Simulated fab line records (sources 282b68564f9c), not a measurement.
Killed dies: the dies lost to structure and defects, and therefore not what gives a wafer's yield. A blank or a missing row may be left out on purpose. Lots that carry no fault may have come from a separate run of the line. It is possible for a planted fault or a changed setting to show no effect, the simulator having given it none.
fab line records	flow rit-cmos
record: lots: 13	wafers: 39	last-day: 7
route steps=202 shown ACTIVE@5 NRETRO@56 NLDD@112 PSD@148 M1@202
lots that met no fault: taken from a fault-free run of the same line
start-h: the number of hours between the record's first day and the start of the first shown wafer of the lot	wait-h: time in hours since the lot's previous step	" repeats the value in the row above	L1.1+2: one row covering several wafers at once	- either no value or no given start	* or withheld: withheld	< > ~ a bound
route shown NAME@n: names a module that has steps shown in the file, with the first one's number in the route	usual: average and standard deviation across the fault-free wafers	same: alike in all rows	chamber/n: place in a boat	sites: the reading at each site	_std_site: how widely they spread, as a standard deviation	_edge_site: inner sites' mean taken away from outer sites' mean	radius-mm: for every site, how far away it sits from the centre of the wafer	mask NAME#n: copy n	behind: tool/chamber where the wafer was last shaped	hold: reason for holding the lot/hours on hold/outcome of the hold	device: the transistor (n, p or np) that didn't switch	end of line: the tests these same wafers got at the end of their route	where a step has no rows: the recipe by itself	killed: count of dies lost to structure and defects at first sort (not the wafer's yield)	map: a wafer's dies, marking killed ones x, the rest . and places with no die _
set.NAME: the setting the step ran with; set.NAME@STEP: the setting that earlier step ran with	model.NAME: the simulator's own value behind a step, which no gauge read
a sample of lots followed through the steps of the route, with each step as a table and each wafer as a row
services: from which hour (start-h, from the record's first day; less than 0 if before it) a tool's chamber was out of use, for how many hours, and why
== steps ==
step: RIT_ACTIVE_THK_MEAS_04
recipe: reads: Si3N4_of_ACTIVE_CVD_03
usual: ACTIVE_NITRIDE_THK: 149.7/1.3
lot.wafer	tool	chamber	start-h	wait-h	ACTIVE_NITRIDE_THK[nm]
L191.3	film-metro-03	-	18.55	0.0	146.9
L191.5	"	-	"	"	147.6
L191.6	"	-	"	"	147.8
L192.1	film-metro-04	-	23.53	0.0	147.8
L192.4	"	-	"	"	147.6
L192.6	"	-	"	"	148.5
L193.1	film-metro-04	-	28.53	0.0	148.8
L193.5	"	-	"	"	148.7
L193.6	"	-	"	"	148.5
L194.4	film-metro-04	-	33.56	0.0	150.3
L194.5	"	-	"	"	150.9
L194.6	"	-	"	"	149.5
L195.1	film-metro-03	-	38.53	0.0	148.7
L195.2	"	-	"	"	150.8
L195.4	"	-	"	"	149.6
L196.1	film-metro-04	-	43.53	0.0	147.7
L196.2	"	-	"	"	147.7
L196.3	"	-	"	"	148.3
L198.2	film-metro-02	-	53.54	0.0	149.1
L198.4	"	-	"	"	150.4
L198.6	"	-	"	"	149.0
L199.1	film-metro-02	-	58.88	0.0	149.6
L199.4	"	-	"	"	149.3
L199.6	"	-	"	"	150.8
L209.3	film-metro-02	-	108.55	0.0	149.4
L209.5	"	-	"	"	150.0
L209.6	"	-	"	"	150.7
L210.1	film-metro-03	-	113.53	0.0	151.7
L210.2	"	-	"	"	152.0
L210.6	"	-	"	"	151.4
L211.1	film-metro-03	-	119.92	0.0	149.8
L211.3	"	-	"	"	147.2
L211.6	"	-	"	"	148.8
L212.1	film-metro-04	-	123.53	0.0	148.6
L212.4	"	-	"	"	149.7
L212.6	"	-	"	"	148.1
L213.3	film-metro-02	-	128.55	0.0	150.1
L213.4	"	-	"	"	150.0
L213.6	"	-	"	"	150.0
step: RIT_NRETRO_EXPOSE_03
recipe: mask-id: M4	na: 0.57	target-cd-nm: 43900	dose-mj: 250
lot.wafer	tool	chamber	start-h	wait-h	mask
L191.3+5+6	iline-stepper-02	0	34.59	0.1	M4#0
L192.1+4+6	iline-stepper-02	0	39.22	0.1	M4#0
L193.1+5+6	iline-stepper-01	0	44.41	0.3	M4#0
L194.4+5+6	iline-stepper-02	0	48.47	0.2	M4#0
L195.1+2+4	iline-stepper-02	0	53.43	0.1	M4#0
L196.1+2+3	iline-stepper-01	0	58.91	0.2	M4#0
L198.2+4+6	iline-stepper-01	0	69.06	0.2	M4#0
L199.1+4+6	iline-stepper-01	0	73.72	0.1	M5#0
L209.3+5+6	iline-stepper-02	0	124.13	0.1	M4#0
L210.1+2+6	iline-stepper-02	0	128.49	0.1	M4#0
L211.1+3+6	iline-stepper-02	0	134.83	0.1	M4#0
L212.1+4+6	iline-stepper-02	0	139.72	0.1	M4#0
L213.3+4+6	iline-stepper-01	0	145.07	0.2	M4#0
step: RIT_NRETRO_OVL_MEAS_06
usual: NRETRO_OVL: -0.2/1.3
lot.wafer	tool	chamber	start-h	wait-h	NRETRO_OVL[nm]
L191.3	overlay-01	-	34.99	-	0.2
L191.5	"	-	"	"	1.3
L191.6	"	-	"	"	-1.0
L192.1	overlay-01	-	39.65	-	-0.5
L192.4	"	-	"	"	1.0
L192.6	"	-	"	"	0.2
L193.1	overlay-01	-	44.84	-	-1.3
L193.5	"	-	"	"	-1.5
L193.6	"	-	"	"	-1.5
L194.4	overlay-01	-	48.95	-	-1.9
L194.5	"	-	"	"	-0.2
L194.6	"	-	"	"	-0.4
L195.1	overlay-01	-	53.86	-	2.2
L195.2	"	-	"	"	2.0
L195.4	"	-	"	"	0.9
L196.1	overlay-01	-	59.34	-	-0.9
L196.2	"	-	"	"	-1.1
L196.3	"	-	"	"	0.6
L198.2	overlay-01	-	69.47	-	-0.8
L198.4	"	-	"	"	-0.5
L198.6	"	-	"	"	-0.9
L199.1	overlay-01	-	74.15	-	-
L199.4	"	-	"	"	-
L199.6	"	-	"	"	-
L209.3	overlay-02	-	124.54	-	-2.1
L209.5	"	-	"	"	-2.1
L209.6	"	-	"	"	-2.8
L210.1	overlay-02	-	129.11	-	-1.7
L210.2	"	-	"	"	-3.0
L210.6	"	-	"	"	-0.9
L211.1	overlay-02	-	135.26	-	-1.7
L211.3	"	-	"	"	-2.8
L211.6	"	-	"	"	-1.0
L212.1	overlay-01	-	140.15	-	-0.8
L212.4	"	-	"	"	0.6
L212.6	"	-	"	"	0.4
L213.3	overlay-02	-	145.48	-	-0.4
L213.4	"	-	"	"	-0.2
L213.6	"	-	"	"	0.0
step: RIT_NRETRO_TW_MEAS_10
usual: NRETRO_TW: 1055/7.4
lot.wafer	tool	chamber	start-h	wait-h	hold	NRETRO_TW
L191.3	film-metro-03	-	35.61	0.1	-	1062
L191.5	"	-	"	"	-	1063
L191.6	"	-	"	"	-	1062
L192.1	film-metro-04	-	40.26	0.1	-	1057
L192.4	"	-	"	"	-	1055
L192.6	"	-	"	"	-	1064
L193.1	film-metro-03	-	45.45	0.1	-	1060
L193.5	"	-	"	"	-	1060
L193.6	"	-	"	"	-	1061
L194.4	film-metro-04	-	49.57	0.1	-	1051
L194.5	"	-	"	"	-	1042
L194.6	"	-	"	"	-	1048
L195.1	film-metro-04	-	54.47	0.1	-	1057
L195.2	"	-	"	"	-	1059
L195.4	"	-	"	"	-	1054
L196.1	film-metro-03	-	59.95	0.1	-	1072
L196.2	"	-	"	"	-	1065
L196.3	"	-	"	"	-	1069
L198.2	film-metro-03	-	70.09	0.1	-	1067
L198.4	"	-	"	"	-	1066
L198.6	"	-	"	"	-	1071
L199.1	film-metro-04	-	74.76	0.1	await-dispo/0.2h/release	30
L199.4	"	-	"	"	await-dispo/0.2h/release	30
L199.6	"	-	"	"	await-dispo/0.2h/release	30
L199.1	film-metro-04	-	74.99	0.2	-	30
L199.4	"	-	"	"	-	30
L199.6	"	-	"	"	-	30
L209.3	film-metro-03	-	125.15	0.1	-	1059
L209.5	"	-	"	"	-	1059
L209.6	"	-	"	"	-	1057
L210.1	film-metro-02	-	129.72	0.1	-	1054
L210.2	"	-	"	"	-	1053
L210.6	"	-	"	"	-	1048
L211.1	film-metro-04	-	135.87	0.1	-	1064
L211.3	"	-	"	"	-	1061
L211.6	"	-	"	"	-	1059
L212.1	film-metro-04	-	140.76	0.1	-	1056
L212.4	"	-	"	"	-	1063
L212.6	"	-	"	"	-	1063
L213.3	film-metro-03	-	146.10	0.1	-	1064
L213.4	"	-	"	"	-	1063
L213.6	"	-	"	"	-	1064
step: RIT_NLDD_STRIP_09
recipe: chemistry: O2	time-s: 180	resist: NOVOLAK	platen-temp-c: withheld	power-w: 500	pressure-mtorr: 4000	o2-flow-sccm: 4000
usual: drypump-motor-current-A: 5.8/0.48
lot.wafer	tool	chamber	start-h	wait-h	drypump-motor-current-A	rf-hours-counter-h
L191.3	plasma-asher-04	0	47.59	0.2	5.9	-
L191.5	"	1	"	"	6.3	-
L191.6	"	0	"	"	5.9	-
L192.1	plasma-asher-02	1	51.18	0.1	4.9	27
L192.4	"	1	"	"	4.9	-
L192.6	"	1	"	"	4.9	-
L193.1	plasma-asher-04	1	56.71	0.1	6.3	38
L193.5	"	1	"	"	6.4	-
L193.6	"	0	"	"	5.9	-
L194.4	plasma-asher-04	1	61.14	0.1	6.4	-
L194.5	"	1	"	"	6.3	-
L194.6	"	0	"	"	5.9	-
L195.1	plasma-asher-03	1	66.16	0.1	6.1	44
L195.2	"	0	"	"	5.8	44
L195.4	"	1	"	"	6.1	-
L196.1	plasma-asher-04	1	72.58	0.1	6.3	40
L196.2	"	0	"	"	5.9	40
L196.3	"	0	"	"	5.8	-
L198.2	plasma-asher-03	1	81.22	0.1	6.1	45
L198.4	"	0	"	"	5.8	-
L198.6	"	1	"	"	6.1	-
L209.3	plasma-asher-04	0	136.20	0.1	5.8	-
L209.5	"	1	"	"	6.4	-
L209.6	"	0	"	"	5.8	-
L210.1	plasma-asher-04	0	141.49	0.1	5.8	48
L210.2	"	1	"	"	6.4	48
L210.6	"	1	"	"	6.4	-
L211.1	plasma-asher-03	0	147.34	0.1	5.8	52
L211.3	"	1	"	"	6.0	-
L211.6	"	0	"	"	5.8	-
L212.1	plasma-asher-03	1	153.57	0.1	6.1	53
L212.4	"	0	"	"	5.8	-
L212.6	"	0	"	"	5.8	-
L213.3	plasma-asher-03	1	161.18	0.1	6.1	-
L213.4	"	0	"	"	5.8	-
L213.6	"	0	"	"	5.8	-
step: RIT_PSD_OVL_MEAS_06
usual: PSD_OVL: 0.9/1.1
lot.wafer	tool	chamber	start-h	wait-h	PSD_OVL[nm]
L191.3	overlay-01	-	54.23	-	2.7
L191.5	"	-	"	"	1.8
L191.6	"	-	"	"	3.2
L192.1	overlay-02	-	58.05	-	1.3
L192.4	"	-	"	"	1.6
L192.6	"	-	"	"	2.4
L193.1	overlay-01	-	63.44	-	1.5
L193.5	"	-	"	"	1.7
L193.6	"	-	"	"	-0.6
L194.4	overlay-01	-	67.67	-	1.5
L194.5	"	-	"	"	1.9
L194.6	"	-	"	"	-0.2
L195.1	overlay-02	-	73.95	-	0.8
L195.2	"	-	"	"	-1.1
L195.4	"	-	"	"	0.1
L196.1	overlay-02	-	79.57	-	2.2
L196.2	"	-	"	"	1.8
L196.3	"	-	"	"	0.2
L198.2	overlay-02	-	87.97	-	-1.4
L198.4	"	-	"	"	0.5
L198.6	"	-	"	"	-0.5
L209.3	overlay-02	-	142.87	-	-0.3
L209.5	"	-	"	"	-1.5
L209.6	"	-	"	"	0.8
L210.1	overlay-01	-	148.31	-	1.3
L210.2	"	-	"	"	0.6
L210.6	"	-	"	"	0.6
L211.1	overlay-02	-	154.03	-	1.0
L211.3	"	-	"	"	1.1
L211.6	"	-	"	"	1.7
L212.1	overlay-02	-	160.39	-	-0.8
L212.4	"	-	"	"	-1.8
L212.6	"	-	"	"	-0.5
L213.3	overlay-02	-	168.37	-	0.1
L213.4	"	-	"	"	0.5
L213.6	"	-	"	"	-0.6
step: RIT_M1_PROBE_99
usual: defect-limited-yield: 97.4/1.2	killed-at-contacts: 0.1/0.29	killed-at-front-end: 7/3	killed-dies: 7/3	killed-open: 3.5/2	killed-short: 3.4/2	sort_bin_3_pad_short: 0.1/0.19	sort_bin_5_function: 1.5/0.77	sort_bin_6_memory: 1.0/0.7	sort-n-pass: 257/3	sort-yield-pct: 97.4/1.2
same: gross-dies: 264	killed_at_M0_to_M3: 0	killed_at_M4_up: 0	killed-at-back-side: 0	killed-at-other: 0
lot.wafer	tool	chamber	start-h	wait-h	defect-limited-yield[%]	killed-at-contacts	killed-at-front-end	killed-dies	killed-open	killed-short	sort_bin_3_pad_short[%]	sort_bin_5_function[%]	sort_bin_6_memory[%]	sort-n-pass	sort-yield-pct[%]
L191.3	prober-02	-	62.58	0.2	98.9	0	3	3	1	2	0.4	0.8	0	261	98.9
L191.5	prober-02	-	62.68	0.2	98.9	0	3	3	1	2	0	0.8	0.4	261	98.9
L191.6	prober-02	-	62.73	0.2	98.9	0	3	3	1	2	0.4	0.4	0.4	261	98.9
L192.1	prober-01	-	66.53	0.1	98.5	0	4	4	3	1	0	1.5	0	260	98.5
L192.4	prober-01	-	66.68	0.2	95.5	0	12	12	5	7	0.4	2.3	1.9	252	95.5
L192.6	prober-01	-	66.78	0.2	97.3	0	7	7	2	5	0	1.5	1.1	257	97.3
L193.1	prober-02	-	72.04	0.1	97.3	0	7	7	5	2	0	1.1	1.5	257	97.3
L193.5	prober-02	-	72.24	0.2	95.8	0	11	11	4	7	0.4	2.3	1.5	253	95.8
L193.6	prober-02	-	72.29	0.2	98.9	0	3	3	0	3	0.4	0.4	0.4	261	98.9
L194.4	prober-01	-	76.19	0.2	97.7	0	6	6	3	3	0.4	1.5	0.4	258	97.7
L194.5	prober-01	-	76.24	0.2	97.3	0	7	7	3	4	0	2.3	0.4	257	97.3
L194.6	prober-01	-	76.29	0.2	96.6	0	9	9	4	5	0.4	2.7	0.4	255	96.6
L195.1	prober-02	-	82.51	0.1	96.2	1	9	10	4	6	0.4	1.9	1.5	254	96.2
L195.2	prober-02	-	82.56	0.1	98.9	0	3	3	2	1	0	0.8	0.4	261	98.9
L195.4	prober-02	-	82.66	0.2	97.3	0	7	7	2	5	0.4	1.5	0.8	257	97.3
L196.1	prober-01	-	88.80	0.1	97.3	1	6	7	3	4	0.4	0.8	1.5	257	97.3
L196.2	prober-01	-	88.85	0.1	96.2	0	10	10	4	6	0	1.5	2.3	254	96.2
L196.3	prober-01	-	88.90	0.2	97.3	0	7	7	2	5	0	1.1	1.5	257	97.3
L198.2	prober-01	-	96.38	0.1	98.5	0	4	4	1	3	0	0.8	0.8	260	98.5
L198.4	prober-01	-	96.48	0.2	95.8	0	11	11	3	8	0	1.9	2.3	253	95.8
L198.6	prober-01	-	96.58	0.2	97.7	0	6	6	5	1	0	1.1	1.1	258	97.7
L209.3	prober-02	-	151.57	0.2	98.9	0	3	3	1	2	0	0.8	0.4	261	98.9
L209.5	prober-02	-	151.67	0.2	96.6	0	9	9	4	5	0	2.3	1.1	255	96.6
L209.6	prober-02	-	151.72	0.2	96.6	0	9	9	5	4	0	2.7	0.8	255	96.6
L210.1	prober-01	-	156.88	0.1	98.1	0	5	5	4	1	0	0.4	1.5	259	98.1
L210.2	prober-01	-	156.93	0.1	98.5	0	4	4	2	2	0	0.8	0.8	260	98.5
L210.6	prober-01	-	157.13	0.2	95.5	0	12	12	4	8	0	2.3	2.3	252	95.5
L211.1	prober-02	-	163.42	0.1	97.0	1	7	8	3	5	0	1.9	1.1	256	97.0
L211.3	prober-02	-	163.52	0.2	98.1	0	5	5	1	4	0.4	0.8	0.8	259	98.1
L211.6	prober-02	-	163.67	0.2	98.5	0	4	4	1	3	0	1.1	0.4	260	98.5
L212.1	prober-01	-	169.14	0.1	95.8	0	11	11	7	4	0	1.9	2.3	253	95.8
L212.4	prober-01	-	169.29	0.2	97.0	0	8	8	4	4	0	1.9	1.1	256	97.0
L212.6	prober-01	-	169.39	0.2	99.6	0	1	1	0	1	0	0.4	0	263	99.6
L213.3	prober-01	-	177.16	0.2	96.2	0	10	10	4	6	0	2.3	1.5	254	96.2
L213.4	prober-01	-	177.21	0.2	97.7	0	6	6	5	1	0	1.5	0.8	258	97.7
L213.6	prober-01	-	177.31	0.2	96.6	0	9	9	5	4	0.4	1.9	1.1	255	96.6
killed by level:class
L191.3 GATE:geometric-particle:short=1 REOX:geometric-particle:short=1 SILICIDE:geometric-particle:open=1
L191.5 FOX1:geometric-particle:short=1 GATE:geometric-particle:open=1 REOX:geometric-particle:short=1
L191.6 REOX:geometric-particle:open=1 REOX:geometric-particle:short=1 SILICIDE:geometric-particle:short=1
L192.1 FOX1:geometric-particle:short=1 FOX1:geometric-particle:open=1 GATE:geometric-particle:open=1 SPACER:geometric-particle:open=1
L192.4 SPACER:geometric-particle:short=3 FOX1:geometric-particle:open=2 GATE:geometric-particle:short=2 FOX1:geometric-particle:short=1 GATE:geometric-particle:open=1 SPACER:geometric-particle:open=1 SILICIDE:geometric-particle:short=1 SILICIDE:geometric-particle:open=1
L192.6 GATE:geometric-particle:short=3 GATE:geometric-particle:open=1 REOX:geometric-particle:short=1 REOX:geometric-particle:open=1 SILICIDE:geometric-particle:short=1
L193.1 GATE:geometric-particle:open=4 SPACER:geometric-particle:short=1 SPACER:geometric-particle:open=1 SILICIDE:geometric-particle:short=1
L193.5 FOX2:geometric-particle:short=2 GATE:geometric-particle:open=2 GATE:geometric-particle:short=2 SPACER:geometric-particle:open=2 SPACER:geometric-particle:short=2 SILICIDE:geometric-particle:short=1
L193.6 FOX2:geometric-particle:short=2 SPACER:geometric-particle:short=1
L194.4 FOX2:geometric-particle:open=2 FOX1:geometric-particle:short=1 GATE:geometric-particle:short=1 REOX:geometric-particle:open=1 SPACER:geometric-particle:short=1
L194.5 GATE:geometric-particle:short=3 SILICIDE:geometric-particle:open=2 FOX1:geometric-particle:short=1 GATE:geometric-particle:open=1
L194.6 GATE:geometric-particle:short=3 GATE:geometric-particle:open=2 SPACER:geometric-particle:open=2 FOX1:geometric-particle:short=1 FOX2:geometric-particle:short=1
L195.1 GATE:geometric-particle:short=2 GATE:geometric-particle:open=2 SPACER:geometric-particle:short=2 FOX1:geometric-particle:open=1 FOX1:geometric-particle:short=1 REOX:geometric-particle:open=1 CONTACT:geometric-particle:short=1
L195.2 FOX2:geometric-particle:open=1 GATE:geometric-particle:open=1 SPACER:geometric-particle:short=1
L195.4 GATE:geometric-particle:short=4 GATE:geometric-particle:open=2 SPACER:geometric-particle:short=1
L196.1 FOX2:geometric-particle:short=1 FOX2:geometric-particle:open=1 GATE:geometric-particle:short=1 REOX:geometric-particle:open=1 SILICIDE:geometric-particle:short=1 SILICIDE:geometric-particle:open=1 CONTACT:geometric-particle:short=1
L196.2 SILICIDE:geometric-particle:short=3 GATE:geometric-particle:short=2 GATE:geometric-particle:open=2 FOX1:geometric-particle:open=1 SPACER:geometric-particle:short=1 SILICIDE:geometric-particle:open=1
L196.3 GATE:geometric-particle:short=2 FOX2:geometric-particle:short=1 GATE:geometric-particle:open=1 REOX:geometric-particle:short=1 SPACER:geometric-particle:open=1 SILICIDE:geometric-particle:short=1
L198.2 GATE:geometric-particle:short=2 FOX2:geometric-particle:short=1 GATE:geometric-particle:open=1
L198.4 GATE:geometric-particle:short=4 FOX1:geometric-particle:short=2 FOX2:geometric-particle:short=1 GATE:geometric-particle:open=1 SPACER:geometric-particle:open=1 SPACER:geometric-particle:short=1 SILICIDE:geometric-particle:open=1
L198.6 GATE:geometric-particle:open=3 REOX:geometric-particle:open=1 SPACER:geometric-particle:open=1 SPACER:geometric-particle:short=1
L209.3 GATE:geometric-particle:short=1 SPACER:geometric-particle:short=1 SILICIDE:geometric-particle:open=1
L209.5 FOX1:geometric-particle:short=2 GATE:geometric-particle:open=2 GATE:geometric-particle:short=2 FOX1:geometric-particle:open=1 REOX:geometric-particle:short=1 SILICIDE:geometric-particle:open=1
L209.6 GATE:geometric-particle:short=4 GATE:geometric-particle:open=2 SPACER:geometric-particle:open=2 REOX:geometric-particle:open=1
L210.1 REOX:geometric-particle:open=3 GATE:geometric-particle:short=1 SPACER:geometric-particle:open=1
L210.2 GATE:geometric-particle:short=2 GATE:geometric-particle:open=1 SPACER:geometric-particle:open=1
L210.6 REOX:geometric-particle:short=4 GATE:geometric-particle:short=2 REOX:geometric-particle:open=2 GATE:geometric-particle:open=1 SPACER:geometric-particle:short=1 SILICIDE:geometric-particle:open=1 SILICIDE:geometric-particle:short=1
L211.1 GATE:geometric-particle:short=3 FOX2:geometric-particle:open=1 GATE:geometric-particle:open=1 REOX:geometric-particle:short=1 SPACER:geometric-particle:open=1 CONTACT:geometric-particle:short=1
L211.3 FOX2:geometric-particle:short=2 GATE:geometric-particle:open=1 REOX:geometric-particle:short=1 SPACER:geometric-particle:short=1
L211.6 REOX:geometric-particle:short=2 SPACER:geometric-particle:open=1 SPACER:geometric-particle:short=1
L212.1 GATE:geometric-particle:open=3 SILICIDE:geometric-particle:open=3 GATE:geometric-particle:short=2 FOX1:geometric-particle:open=1 SPACER:geometric-particle:short=1 SILICIDE:geometric-particle:short=1
L212.4 GATE:geometric-particle:short=3 SILICIDE:geometric-particle:open=2 GATE:geometric-particle:open=1 SPACER:geometric-particle:open=1 SILICIDE:geometric-particle:short=1
L212.6 SPACER:geometric-particle:short=1
L213.3 FOX1:geometric-particle:short=3 FOX2:geometric-particle:open=2 FOX1:geometric-particle:open=1 FOX2:geometric-particle:short=1 REOX:geometric-particle:open=1 SPACER:geometric-particle:short=1 SILICIDE:geometric-particle:short=1
L213.4 FOX2:geometric-particle:open=2 FOX1:geometric-particle:short=1 FOX1:geometric-particle:open=1 SPACER:geometric-particle:open=1 SILICIDE:geometric-particle:open=1
L213.6 SILICIDE:geometric-particle:open=3 FOX1:geometric-particle:short=1 FOX1:geometric-particle:open=1 FOX2:geometric-particle:open=1 FOX2:geometric-particle:short=1 GATE:geometric-particle:short=1 SPACER:geometric-particle:short=1
== services ==
tool	chamber	start-h	hours	kind
iline-stepper-01	-	33.92	3.8	repair
iline-stepper-02	-	43.42	1.7	pm
plasma-asher-02	-	106.27	1.4	repair
iline-stepper-01	-	132.14	9.0	repair
iline-stepper-01	-	136.94	1.6	repair
== key ==
first-sign: step: RIT_NRETRO_EXPOSE_03	reading: mask	direction: changed
effect: step: RIT_NRETRO_OVL_MEAS_06	reading: NRETRO_OVL	direction: missing
effect: step: RIT_NRETRO_TW_MEAS_10	reading: visit	direction: added
effect: step: RIT_NRETRO_TW_MEAS_10	reading: NRETRO_TW	direction: down	sigmas: 99+	usual: 1055	struck: 30
met-at RIT_NRETRO_EXPOSE_03
struck-lots L199
scrapped-behind RIT_NRETRO_TW_MEAS_10 L199.1,L199.4,L199.6
not-acting-at RIT_ACTIVE_THK_MEAS_04,RIT_NLDD_STRIP_09,RIT_PSD_OVL_MEAS_06
onset-between 69.06 73.72
fault: kind: wrong-mask	tool: any	chamber: -	onset-h: 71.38	steps: RIT_NRETRO_EXPOSE_03	aux-copy: M5#0	scope: struck-lots-only
